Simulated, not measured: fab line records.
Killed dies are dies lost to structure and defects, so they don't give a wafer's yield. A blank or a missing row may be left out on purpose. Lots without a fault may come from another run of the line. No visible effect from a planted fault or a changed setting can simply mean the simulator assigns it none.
fab line records    flow rit_cmos
[record] lots = 5  wafers = 15  last_day = 7
route steps=202 shown PLDD@116 SPACER@125 NSD@131 PSD@142 SDANNEAL@153 SILICIDE@161 M1@202
lots that met no fault: from a run of the same line without faults
start_h: start of the lot's first displayed wafer, in hours after the record's first day    wait_h: how many hours have passed since the lot's step before this one    " identical to the entry in the row above    L1.1+2: several wafers, shown together as one row    - no value, or no start was given    * or withheld: withheld    < > ~ a bound
route shown NAME@n: names a module that has steps shown in the file, with the first one's number in the route    usual: mean/standard deviation of fault-free wafers    same: alike in all rows    chamber/n: place in a boat    sites: readings site by site    _std_site: the standard deviation of these    _edge_site: outer sites' mean less inner sites'    radius_mm: how far each site lies from the wafer's centre    mask NAME#n: copy n    behind: the tool/chamber that last shaped the wafer    hold: why the lot went on hold/how many hours it stayed there/how the hold came to an end    device: the n, p or np transistor that did not switch    end of line: the route-end tests of the same wafers    where a step has no rows: the recipe by itself    killed: at the first sort, the dies lost to defects and structure; wafer yield is something else    map: a wafer's dies, marking killed ones x, the rest . and places with no die _
set.NAME: the setting as run; set.NAME@STEP: as run at that earlier step    model.NAME: the simulator's own value behind a step, which no gauge read
lots seen at some steps along the route; tables by step, rows by wafer
services: from which hour (start_h, from the record's first day; less than 0 if before it) a tool's chamber was out of use, for how many hours, and why
[[steps]]
[step RIT_PLDD_SOFTBAKE_02]
[recipe] resist = NOVOLAK  temp_c = 90  time_s = 60
[step RIT_PLDD_EXPOSE_03]
[recipe] mask_id = M8  na = 0.57  target_cd_nm = 40900  dose_mj = 250
[step RIT_PLDD_PEB_04]
[recipe] resist = NOVOLAK  temp_c = withheld  time_s = withheld
[step RIT_PLDD_DEVELOP_05]
[recipe] resist = NOVOLAK  develop_time_s = 50  dev_temp_c = 23
[step RIT_PLDD_OVL_MEAS_06]
[usual] PLDD_OVL = -0.4/1.3
lot.wafer  tool        chamber  start_h  wait_h  PLDD_OVL[nm]
L671.1     overlay-01  -        59.79    -       1.0
L671.2     "           -        "        "       1.6
L671.3     "           -        "        "       3.8
L672.1     overlay-02  -        62.99    -       -1.4
L672.2     "           -        "        "       0.8
L672.3     "           -        "        "       1.6
L675.3     overlay-01  -        78.36    -       -0.8
L675.5     "           -        "        "       -1.7
L675.6     "           -        "        "       -1.2
L678.3     overlay-02  -        95.47    -       -0.7
L678.5     "           -        "        "       0.1
L678.6     "           -        "        "       -0.4
L691.1     overlay-02  -        157.63   -       -0.2
L691.2     "           -        "        "       0.2
L691.5     "           -        "        "       0.5
[step RIT_PLDD_HARDBAKE_07]
[recipe] resist = NOVOLAK  temp_c = 140  time_s = 60
[step RIT_PLDD_IMPLANT_08]
[recipe] species = BF2  energy_kev = 20  dose_cm2 = 9e+14  tilt_deg = 7
[step RIT_PLDD_STRIP_09]
[recipe] chemistry = O2  time_s = 180  resist = NOVOLAK  platen_temp_c = withheld  power_w = 500  pressure_mtorr = 4000  o2_flow_sccm = 4123
[usual] chamber_pressure_mTorr = 4000/4.1  drypump_motor_current_A = 6.0/0.36
lot.wafer  tool             chamber  start_h  wait_h  chamber_pressure_mTorr  drypump_motor_current_A  rf_hours_counter_h
L671.1     plasma_asher-02  1        60.20    0.1     3997                    6.0                      42
L671.2     "                0        "        "       3994                    6.2                      42
L671.3     "                1        "        "       4001                    6.0                      -
L672.1     plasma_asher-02  1        63.32    0.1     3997                    6.0                      43
L672.2     "                0        "        "       4003                    6.2                      43
L672.3     "                0        "        "       4003                    6.2                      -
L675.3     plasma_asher-04  1        78.74    0.1     3998                    5.9                      -
L675.5     "                1        "        "       3998                    5.9                      -
L675.6     "                0        "        "       4005                    5.2                      -
L678.3     plasma_asher-02  0        96.00    0.1     4003                    6.2                      -
L678.5     "                0        "        "       4001                    6.2                      -
L678.6     "                1        "        "       4000                    6.0                      -
L691.1     plasma_asher-03  1        157.97   0.1     4000                    5.7                      49
L691.2     "                0        "        "       3998                    6.4                      49
L691.5     "                0        "        "       4000                    6.5                      -
[step RIT_PLDD_TW_MEAS_10]
[usual] PLDD_TW = 2350/16
lot.wafer  tool           chamber  start_h  wait_h  PLDD_TW
L671.1     film_metro-01  -        60.37    0.1     2343
L671.2     "              -        "        "       2337
L671.3     "              -        "        "       2351
L672.1     film_metro-01  -        63.50    0.1     2344
L672.2     "              -        "        "       2338
L672.3     "              -        "        "       2326
L675.3     film_metro-02  -        78.88    0.1     2348
L675.5     "              -        "        "       2352
L675.6     "              -        "        "       2346
L678.3     film_metro-02  -        96.13    0.1     2368
L678.5     "              -        "        "       2364
L678.6     "              -        "        "       2368
L691.1     film_metro-02  -        158.15   0.1     2368
L691.2     "              -        "        "       2368
L691.5     "              -        "        "       2362
[step RIT_SPACER_CLEAN_00]
[recipe] chemistry = SC1  mix = 3:3:50  time_s = 600  temp_c = 75
[step RIT_SPACER_CLEAN_01]
[recipe] chemistry = dHF  dilution = 50:1  time_s = 30
[step RIT_SPACER_CLEAN_02]
[recipe] chemistry = SC2  mix = 3:3:50  time_s = 600  temp_c = 75  dry = n2_spin
[step RIT_SPACER_CVD_03]
[recipe] material = Si3N4  target_thk_nm = 250  temp_c = 810  precursor = SiH2Cl2/NH3  time_s = 3300  pressure_mtorr = 300  sih2cl2_flow_sccm = 60  nh3_flow_sccm = 150
[usual] nh3_flow_sccm = 150.2/0.42  pressure_mtorr = 299.9/0.57
lot.wafer  tool      chamber  start_h  wait_h  nh3_flow_sccm  pressure_mtorr  model.Si3N4_of_SPACER_CVD_03.thk_nm
L671.1     lpcvd-01  0        60.80    0.0     150.2          299.7           252.8
L671.2     "         0        "        "       149.7          300.3           251.5
L671.3     "         0        "        "       150.5          299.8           250.6
L672.1     lpcvd-01  0        63.96    0.0     149.7          300.0           252.5
L672.2     "         0        "        "       150.8          300.2           255.8
L672.3     "         0        "        "       150.4          300.8           252.9
L675.3     lpcvd-01  0        79.30    0.0     150.6          298.5           254.9
L675.5     "         0        "        "       150.1          298.3           252.4
L675.6     "         0        "        "       150.9          300.2           256.3
L678.3     lpcvd-02  1        96.59    0.0     149.7          300.4           250
L678.5     "         1        "        "       149.8          299.6           251.7
L678.6     "         1        "        "       150.0          299.7           250.1
L691.1     lpcvd-02  1        158.57   0.0     150.0          299.5           212.3
L691.2     "         1        "        "       151.1          299.6           214
L691.5     "         1        "        "       150.2          300.7           214.6
[step RIT_SPACER_THK_MEAS_04]
[recipe] reads = Si3N4_of_SPACER_CVD_03
[usual] SPACER_NITRIDE_THK = 249.4/2.8
lot.wafer  tool           chamber  start_h  wait_h  SPACER_NITRIDE_THK[nm]
L671.1     film_metro-02  -        62.72    0.0     252.7
L671.2     "              -        "        "       251.4
L671.3     "              -        "        "       250.6
L672.1     film_metro-04  -        65.87    0.0     252.4
L672.2     "              -        "        "       255.8
L672.3     "              -        "        "       252.8
L675.3     film_metro-04  -        83.63    0.0     254.8
L675.5     "              -        "        "       252.4
L675.6     "              -        "        "       256.5
L678.3     film_metro-04  -        99.48    0.0     249.9
L678.5     "              -        "        "       251.7
L678.6     "              -        "        "       250.1
L691.1     film_metro-02  -        160.49   0.0     212.4
L691.2     "              -        "        "       214.0
L691.5     "              -        "        "       214.6
[step RIT_SPACER_ETCHBACK_05]
[recipe] target_depth_a = 2500  SF6_flow_sccm = 30  CHF3_flow_sccm = 30  target = Si3N4  chemistry = SF6/CHF3  pressure_mtorr = 40  rf_w = 250  time_s = 240  stop_on = SiO2
[usual] chamber_pressure_mTorr = 39.99/0.036  drypump_motor_current_A = 5.5/0.43  oes_product_au = 0.843/0.015  throttle_valve_pct = 10.20/0.15
lot.wafer  tool         chamber  start_h  wait_h  chamber_pressure_mTorr  drypump_motor_current_A  oes_product_au  rf_hours_counter_h  throttle_valve_pct  model.etch.depth_nm
L671.1     rie_diel-03  0        62.78    0.1     40.05                   5.5                      0.856           58                  10.02               252.8
L671.2     "            1        "        "       40.04                   4.9                      0.832           109                 10.01               251.5
L671.3     "            2        "        "       40.06                   5.2                      0.852           34                  10.18               250.6
L672.1     rie_diel-04  1        65.93    0.1     39.99                   6.1                      0.853           129                 10.27               252.5
L672.2     "            3        "        "       40.02                   6.1                      0.868           31                  10.45               255.8
L672.3     "            2        "        "       40.01                   5.4                      0.850           5                   10.33               252.9
L675.3     rie_diel-01  1        83.67    0.0     39.98                   5.9                      0.838           65                  10.36               254.9
L675.5     "            1        "        "       39.99                   5.9                      0.843           -                   10.36               252.4
L675.6     "            2        "        "       40.02                   5.2                      0.880           -                   10.25               256.3
L678.3     rie_diel-03  2        99.52    0.0     39.94                   5.3                      0.860           35                  10.18               250
L678.5     "            1        "        "       39.99                   4.9                      0.831           -                   9.99                251.7
L678.6     "            0        "        "       40.01                   5.5                      0.859           -                   10.02               250.1
L691.1     rie_diel-03  0        160.55   0.1     40.04                   5.6                      0.757           60                  10.00               212.3
L691.2     "            3        "        "       39.93                   5.9                      0.753           139                 10.09               214
L691.5     "            2        "        "       40.02                   5.3                      0.761           -                   10.15               214.6
[step RIT_NSD_HMDS_00]
[recipe] prime_time_s = 60  prime_temp_c = 140
[step RIT_NSD_COAT_01]
[recipe] resist = NOVOLAK  spin_rpm = 3250  resist_thk_nm = 1000
[step RIT_NSD_SOFTBAKE_02]
[recipe] resist = NOVOLAK  temp_c = 90  time_s = 60
[step RIT_NSD_EXPOSE_03]
[recipe] mask_id = M9  na = 0.57  target_cd_nm = 40700  dose_mj = 250
[step RIT_NSD_PEB_04]
[recipe] resist = NOVOLAK  temp_c = withheld  time_s = withheld
[step RIT_NSD_DEVELOP_05]
[recipe] resist = NOVOLAK  develop_time_s = 52.14  dev_temp_c = 23
[step RIT_NSD_OVL_MEAS_06]
[usual] NSD_OVL = 0.3/1.2
lot.wafer  tool        chamber  start_h  wait_h  NSD_OVL[nm]
L671.1     overlay-02  -        63.78    -       2.0
L671.2     "           -        "        "       1.0
L671.3     "           -        "        "       -0.6
L672.1     overlay-01  -        67.06    -       1.1
L672.2     "           -        "        "       1.4
L672.3     "           -        "        "       0.2
L675.3     overlay-01  -        84.81    -       0.7
L675.5     "           -        "        "       -0.2
L675.6     "           -        "        "       0.0
L678.3     overlay-02  -        100.66   -       -0.4
L678.5     "           -        "        "       0.5
L678.6     "           -        "        "       0.1
L691.1     overlay-01  -        161.55   -       -0.7
L691.2     "           -        "        "       -0.2
L691.5     "           -        "        "       0.0
[step RIT_NSD_HARDBAKE_07]
[recipe] resist = NOVOLAK  temp_c = 140  time_s = 60
[step RIT_NSD_IMPLANT_08]
[recipe] species = P  energy_kev = 25  dose_cm2 = 1e+15  tilt_deg = 7
[step RIT_NSD_STRIP_09]
[recipe] chemistry = O2  time_s = 180  resist = NOVOLAK  platen_temp_c = withheld  power_w = 500  pressure_mtorr = 4000  o2_flow_sccm = 4000
[usual] chamber_pressure_mTorr = 4000/3.6  drypump_motor_current_A = 5.7/0.49
lot.wafer  tool             chamber  start_h  wait_h  chamber_pressure_mTorr  drypump_motor_current_A  rf_hours_counter_h
L671.1     plasma_asher-01  1        64.11    0.1     4000                    5.5                      46
L671.2     "                0        "        "       4002                    5.0                      46
L671.3     "                0        "        "       3992                    5.0                      -
L672.1     plasma_asher-01  1        67.39    0.1     4002                    5.5                      46
L672.2     "                0        "        "       4007                    5.0                      46
L672.3     "                1        "        "       4001                    5.5                      -
L675.3     plasma_asher-02  0        85.19    0.1     4002                    6.2                      -
L675.5     "                0        "        "       3998                    6.2                      -
L675.6     "                1        "        "       4003                    6.0                      -
L678.3     plasma_asher-03  0        101.04   0.1     3992                    6.4                      -
L678.5     "                0        "        "       3998                    6.4                      -
L678.6     "                1        "        "       4003                    5.7                      -
L691.1     plasma_asher-01  0        161.89   0.1     3997                    5.0                      6
L691.2     "                1        "        "       3997                    5.5                      6
L691.5     "                0        "        "       4005                    5.0                      -
[step RIT_NSD_TW_MEAS_10]
[usual] NSD_TW = 3117/23
lot.wafer  tool           chamber  start_h  wait_h  NSD_TW
L671.1     film_metro-03  -        64.29    0.1     3149
L671.2     "              -        "        "       3146
L671.3     "              -        "        "       3132
L672.1     film_metro-01  -        67.57    0.1     3122
L672.2     "              -        "        "       3123
L672.3     "              -        "        "       3112
L675.3     film_metro-01  -        85.33    0.1     3099
L675.5     "              -        "        "       3080
L675.6     "              -        "        "       3081
L678.3     film_metro-01  -        101.18   0.1     3104
L678.5     "              -        "        "       3096
L678.6     "              -        "        "       3077
L691.1     film_metro-01  -        162.06   0.1     3128
L691.2     "              -        "        "       3106
L691.5     "              -        "        "       3115
[step RIT_PSD_HMDS_00]
[recipe] prime_time_s = 60  prime_temp_c = 140
[step RIT_PSD_COAT_01]
[recipe] resist = NOVOLAK  spin_rpm = 3250  resist_thk_nm = 1000
[step RIT_PSD_SOFTBAKE_02]
[recipe] resist = NOVOLAK  temp_c = 90  time_s = 60
[step RIT_PSD_EXPOSE_03]
[recipe] mask_id = M10  na = 0.57  target_cd_nm = 40900  dose_mj = 250
[step RIT_PSD_PEB_04]
[recipe] resist = NOVOLAK  temp_c = withheld  time_s = withheld
[step RIT_PSD_DEVELOP_05]
[recipe] resist = NOVOLAK  develop_time_s = 50  dev_temp_c = 23
[step RIT_PSD_OVL_MEAS_06]
[usual] PSD_OVL = -0.5/1.4
lot.wafer  tool        chamber  start_h  wait_h  PSD_OVL[nm]
L671.1     overlay-01  -        65.32    -       1.6
L671.2     "           -        "        "       1.6
L671.3     "           -        "        "       0.9
L672.1     overlay-01  -        68.62    -       2.0
L672.2     "           -        "        "       0.8
L672.3     "           -        "        "       0.5
L675.3     overlay-02  -        86.25    -       -1.1
L675.5     "           -        "        "       -1.7
L675.6     "           -        "        "       -1.0
L678.3     overlay-02  -        102.21   -       -0.8
L678.5     "           -        "        "       -3.1
L678.6     "           -        "        "       -2.6
L691.1     overlay-01  -        163.10   -       -2.0
L691.2     "           -        "        "       -1.5
L691.5     "           -        "        "       -0.9
[step RIT_PSD_HARDBAKE_07]
[recipe] resist = NOVOLAK  temp_c = 139.4  time_s = 60
[step RIT_PSD_IMPLANT_08]
[recipe] species = BF2  energy_kev = 27  dose_cm2 = 5e+15  tilt_deg = 7
[step RIT_PSD_STRIP_09]
[recipe] chemistry = O2  time_s = 180  resist = NOVOLAK  platen_temp_c = withheld  power_w = 500  pressure_mtorr = 4000  o2_flow_sccm = 4000
[usual] chamber_pressure_mTorr = 4000/3.6  drypump_motor_current_A = 5.7/0.47
lot.wafer  tool             chamber  start_h  wait_h  chamber_pressure_mTorr  drypump_motor_current_A  rf_hours_counter_h
L671.1     plasma_asher-03  1        65.66    0.1     3997                    5.7                      40
L671.2     "                0        "        "       4002                    6.4                      40
L671.3     "                0        "        "       3998                    6.4                      -
L672.1     plasma_asher-04  0        68.95    0.1     4007                    5.2                      26
L672.2     "                1        "        "       3994                    5.9                      26
L672.3     "                1        "        "       4000                    5.9                      -
L675.3     plasma_asher-03  1        86.64    0.1     3996                    5.7                      -
L675.5     "                1        "        "       4003                    5.7                      -
L675.6     "                0        "        "       4000                    6.5                      -
L678.3     plasma_asher-03  1        102.59   0.1     3993                    5.7                      -
L678.5     "                1        "        "       4006                    5.7                      -
L678.6     "                0        "        "       4001                    6.4                      -
L691.1     plasma_asher-04  0        163.43   0.1     4001                    5.2                      37
L691.2     "                1        "        "       3995                    5.9                      37
L691.5     "                1        "        "       4002                    5.9                      -
[step RIT_PSD_TW_MEAS_10]
[usual] PSD_TW = 3430/20
lot.wafer  tool           chamber  start_h  wait_h  PSD_TW
L671.1     film_metro-01  -        65.83    0.1     3426
L671.2     "              -        "        "       3434
L671.3     "              -        "        "       3421
L672.1     film_metro-01  -        69.13    0.1     3425
L672.2     "              -        "        "       3438
L672.3     "              -        "        "       3422
L675.3     film_metro-02  -        86.77    0.1     3449
L675.5     "              -        "        "       3435
L675.6     "              -        "        "       3439
L678.3     film_metro-01  -        102.73   0.1     3379
L678.5     "              -        "        "       3392
L678.6     "              -        "        "       3387
L691.1     film_metro-02  -        163.61   0.1     3465
L691.2     "              -        "        "       3457
L691.5     "              -        "        "       3455
[step RIT_SDANNEAL_CLEAN_00]
[recipe] chemistry = SC1  mix = 3:3:50  time_s = 600  temp_c = 75
[step RIT_SDANNEAL_CLEAN_01]
[recipe] chemistry = dHF  dilution = 50:1  time_s = 30
[step RIT_SDANNEAL_CLEAN_02]
[recipe] chemistry = SC2  mix = 3:3:50  time_s = 600  temp_c = 75  dry = n2_spin
[step RIT_SDANNEAL_RTA_03]
[recipe] temp_c = 1050  time_s = 5  idle_temp_c = 600  ramp_up_c_per_s = 342  ramp_down_c_per_s = 171  cool_to_c = 600  ambient = N2
[usual] wafer_temp_C_max = 1053.5/1.2
lot.wafer  tool           chamber  start_h  wait_h  wafer_temp_C_max
L671.1     rtp_anneal-02  0        66.28    0.0     1054.7
L671.2     "              0        "        "       1054.8
L671.3     "              0        "        "       1055.3
L672.1     rtp_anneal-01  0        69.55    0.0     1055.3
L672.2     "              0        "        "       1054.8
L672.3     "              0        "        "       1053.3
L675.3     rtp_anneal-02  0        87.20    0.0     1053.6
L675.5     "              0        "        "       1052.1
L675.6     "              0        "        "       1054.5
L678.3     rtp_anneal-01  0        103.17   0.0     1053.8
L678.5     "              0        "        "       1052.8
L678.6     "              0        "        "       1052.6
L691.1     rtp_anneal-02  0        164.03   0.0     1052.8
L691.2     "              0        "        "       1050.8
L691.5     "              0        "        "       1052.8
[step RIT_SDANNEAL_RS_MEAS_04]
[recipe] thk_meas_gauge = four-point-probe
[usual] PSD_RS = 115.92/0.26
lot.wafer  tool           chamber  start_h  wait_h  PSD_RS[ohm/sq]
L671.1     film_metro-03  -        66.34    0.0     116.40
L671.2     "              -        "        "       116.51
L671.3     "              -        "        "       116.19
L672.1     film_metro-02  -        69.61    0.0     116.34
L672.2     "              -        "        "       116.07
L672.3     "              -        "        "       115.74
L675.3     film_metro-01  -        87.28    0.1     116.07
L675.5     "              -        "        "       115.99
L675.6     "              -        "        "       115.88
L678.3     film_metro-03  -        103.25   0.1     115.70
L678.5     "              -        "        "       115.54
L678.6     "              -        "        "       115.86
L691.1     film_metro-01  -        164.09   0.0     115.79
L691.2     "              -        "        "       115.59
L691.5     "              -        "        "       116.01
[step RIT_SILICIDE_WET_ETCH_00]
[recipe] chemistry = BOE  target = SiO2  target_depth_nm = 14  time_s = 15  dry = n2_spin  dilution = 10:1  temp_c = 21.5
lot.wafer  tool          chamber  start_h  wait_h  model.Si3N4_of_SPACER_CVD_03.thk_nm
L671.1     wet_bench-02  0        66.82    0.1     195.7
L671.2     "             0        "        "       195
L671.3     "             0        "        "       194.2
L672.1     wet_bench-01  1        70.09    0.1     197.1
L672.2     "             1        "        "       199.3
L672.3     "             1        "        "       195.7
L675.3     wet_bench-02  3        87.72    0.1     197.4
L675.5     "             3        "        "       195.2
L675.6     "             3        "        "       199
L678.3     wet_bench-03  1        103.69   0.1     194.2
L678.5     "             1        "        "       194
L678.6     "             1        "        "       193.5
L691.1     wet_bench-01  1        164.57   0.1     163.9
L691.2     "             1        "        "       165.9
L691.5     "             1        "        "       166
[step RIT_M1_PROBE_99]
[usual] killed_at_M0_to_M3 = 0.0/0.14  killed_at_front_end = 7.3/2.9  killed_dies = 7.3/3  killed_on_rim = 1.9/1.5  killed_open = 3.6/1.8  killed_short = 3.7/2.1
[same] gross_dies = 264  killed_at_M4_up = 0  killed_at_back_side = 0  killed_at_contacts = 0  killed_at_other = 0
lot.wafer  tool       chamber  start_h  wait_h  killed_at_M0_to_M3  killed_at_front_end  killed_dies  killed_on_rim  killed_open  killed_short  model.etest.nmos_0p15.r_on_ohm_um  model.etest.nmos_0p3.r_on_ohm_um  model.etest.pplus_sal.width_nm  model.etest.nplus_sal.width_nm  model.etest.pwell_pinched.rs_ohm_sq  model.etest.nwell_pinched.rs_ohm_sq  model.etest.field_p_metal.vt_v  model.etest.ppoly_line.rs_ohm_sq
L671.1     prober-01  -        73.71    0.1     0                   4                    4            1              2            2             1131                               2192                              3466                            3456                            457.9                                338.1                                -29.45                          16.54
L671.2     prober-01  -        73.76    0.1     0                   0                    0            0              0            0             1110                               2166                              3455                            3470                            452.1                                342.6                                -29.83                          16.52
L671.3     prober-01  -        73.81    0.2     0                   4                    4            0              2            2             1131                               2186                              3458                            3475                            456.8                                340.2                                -30.02                          16.66
L672.1     prober-02  -        77.14    0.1     0                   11                   11           2              4            6             1072                               2080                              3432                            3472                            455.2                                328.6                                -29.98                          16.83
L672.2     prober-02  -        77.19    0.1     0                   12                   12           4              4            8             1066                               2060                              3464                            3461                            457.4                                328.3                                -30.06                          16.42
L672.3     prober-02  -        77.24    0.2     0                   5                    5            1              2            3             1120                               2127                              3482                            3448                            452.2                                335.4                                -29.87                          16.88
L675.3     prober-01  -        95.15    0.2     1                   8                    9            5              6            3             1221                               2236                              3449                            3445                            461.8                                337.8                                -29.76                          16.34
L675.5     prober-01  -        95.25    0.2     0                   6                    6            1              1            5             1218                               2256                              3453                            3466                            455                                  338                                  -29.55                          16.63
L675.6     prober-01  -        95.30    0.2     0                   5                    5            1              3            2             1221                               2272                              3445                            3455                            450.7                                333.1                                -30.05                          16.28
L678.3     prober-02  -        111.08   0.2     0                   6                    6            2              3            3             1142                               2174                              3477                            3450                            463.3                                335.9                                -29.81                          16.65
L678.5     prober-02  -        111.18   0.2     0                   9                    9            2              4            5             1163                               2187                              3477                            3466                            471.5                                336.9                                -30.04                          16.64
L678.6     prober-02  -        111.23   0.2     0                   6                    6            1              4            2             1166                               2227                              3479                            3468                            465.2                                336.6                                -29.8                           16.69
L691.1     prober-01  -        171.78   0.1     0                   12                   12           5              3            8             -                                  -                                 -                               -                               -                                    -                                    -                               -
L691.2     prober-01  -        171.83   0.1     0                   9                    9            3              4            5             1344                               2370                              3521                            3511                            489.8                                359.2                                -27.31                          17.06
L691.5     prober-01  -        171.98   0.2     0                   7                    7            0              3            2             1367                               2378                              3500                            3511                            490.7                                362.6                                -27.37                          16.93
// killed by level:class
L671.1 FOX1:geometric_particle:open=1 FOX1:geometric_particle:short=1 GATE:geometric_particle:short=1 REOX:geometric_particle:open=1
L671.3 FOX1:geometric_particle:short=1 FOX2:geometric_particle:open=1 GATE:geometric_particle:open=1 REOX:geometric_particle:short=1
L672.1 GATE:geometric_particle:short=3 SPACER:geometric_particle:open=2 FOX2:geometric_particle:short=1 GATE:geometric_particle:open=1 REOX:geometric_particle:open=1 REOX:geometric_particle:short=1 SPACER:geometric_particle:short=1 PWELL:coat_microbubble_printed=1
L672.2 GATE:geometric_particle:short=3 GATE:geometric_particle:open=3 FOX2:geometric_particle:short=2 SPACER:geometric_particle:short=2 FOX2:geometric_particle:open=1 REOX:geometric_particle:short=1
L672.3 GATE:geometric_particle:short=2 FOX1:geometric_particle:open=1 SPACER:geometric_particle:short=1 SILICIDE:geometric_particle:open=1
L675.3 SPACER:geometric_particle:open=3 REOX:geometric_particle:open=2 ACTIVE:geometric_particle:short=1 GATE:geometric_particle:open=1 GATE:geometric_particle:short=1 M1:geometric_particle:short=1
L675.5 GATE:geometric_particle:short=4 FOX2:geometric_particle:short=1 SPACER:geometric_particle:open=1
L675.6 SPACER:geometric_particle:short=2 REOX:geometric_particle:open=1 SPACER:geometric_particle:open=1 SILICIDE:geometric_particle:open=1
L678.3 SPACER:geometric_particle:short=2 FOX1:geometric_particle:open=1 GATE:geometric_particle:short=1 GATE:geometric_particle:open=1 SPACER:geometric_particle:open=1
L678.5 GATE:geometric_particle:open=2 GATE:geometric_particle:short=2 SPACER:geometric_particle:short=2 ACTIVE:geometric_particle:short=1 FOX1:geometric_particle:open=1 SPACER:geometric_particle:open=1
L678.6 GATE:geometric_particle:open=3 GATE:geometric_particle:short=1 REOX:geometric_particle:open=1 SPACER:geometric_particle:short=1
L691.1 GATE:geometric_particle:short=4 FOX1:geometric_particle:short=1 FOX2:geometric_particle:short=1 FOX2:geometric_particle:open=1 GATE:geometric_particle:open=1 REOX:geometric_particle:open=1 REOX:geometric_particle:short=1 SILICIDE:geometric_particle:short=1
L691.2 GATE:geometric_particle:short=3 FOX1:geometric_particle:open=2 GATE:geometric_particle:open=2 FOX1:geometric_particle:short=1 SPACER:geometric_particle:short=1
L691.5 FOX1:geometric_particle:short=2 GATE:geometric_particle:open=2 NLDD:coat_microbubble_printed=2 SILICIDE:geometric_particle:open=1
[[services]]
tool             chamber  start_h  hours  kind
wet_bench-03     -        48.20    10.9   repair
rie_diel-03      -        54.63    2.8    pm
lpcvd-02         -        58.29    1.1    repair
rie_diel-03      3        61.35    8.1    repair
wet_bench-03     -        68.62    2.3    repair
rie_diel-01      -        76.42    1.5    repair
plasma_asher-01  -        108.75   9.0    pm
plasma_asher-01  0        108.75   9.0    vent_cycle
plasma_asher-01  1        108.75   9.0    vent_cycle
lpcvd-02         -        114.24   4.3    pm
plasma_asher-01  0        117.75   -      clean
plasma_asher-01  1        117.75   -      clean
rie_diel-01      -        124.38   4.3    pm
plasma_asher-03  -        127.60   15.7   repair
rie_diel-01      -        140.63   1.6    repair
rie_diel-01      1        142.43   10.3   repair
rie_diel-03      -        145.15   2.3    repair
rie_diel-04      2        147.01   4.3    repair
rie_diel-04      -        148.53   2.8    pm
rie_diel-01      0        156.46   12.2   repair
rie_diel-01      3        157.23   10.8   repair
rie_diel-03      1        161.34   3.1    repair
[[key]]
[first_sign] step = RIT_SPACER_THK_MEAS_04  reading = SPACER_NITRIDE_THK  direction = down  sigmas = 13  usual = 249.4  struck = 213.7
[effect] step = RIT_SPACER_ETCHBACK_05  reading = oes_product_au  direction = down  sigmas = 5.8  usual = 0.843  struck = 0.757
[model_effect] step = RIT_SPACER_CVD_03  value = Si3N4_of_SPACER_CVD_03.thk_nm  without = 246.1  struck = 213.6
[model_effect] step = RIT_SPACER_ETCHBACK_05  value = etch.depth_nm  without = 246.1  struck = 213.6
[model_effect] step = RIT_SILICIDE_WET_ETCH_00  value = Si3N4_of_SPACER_CVD_03.thk_nm  without = 190.6  struck = 165.3
[model_effect] step = RIT_M1_PROBE_99  value = etest.nmos_0p15.r_on_ohm_um  without = 1201  struck = 1356
met_at RIT_SPACER_CVD_03
struck_wafers L691.1,L691.2,L691.5
tester_left_out L691
onset_between 96.59 158.57
also_fits time
[fault] kind = process_parameter_drift  tool = lpcvd-02  chamber = 1  onset_h = 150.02  steps = RIT_SPACER_CVD_03  channel = target_thk_nm  offset = -32.5  shape = step  end_h = 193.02  acts_in = these_recipes_only  stated = 250
// tester_left_out: of these lots the tester's yield and bins aren't shown, on N5 and GAA mostly nor the transistor test; their killed dies are dies lost to structure and defects alone, not to doping, threshold or leakage, so they don't give the yield
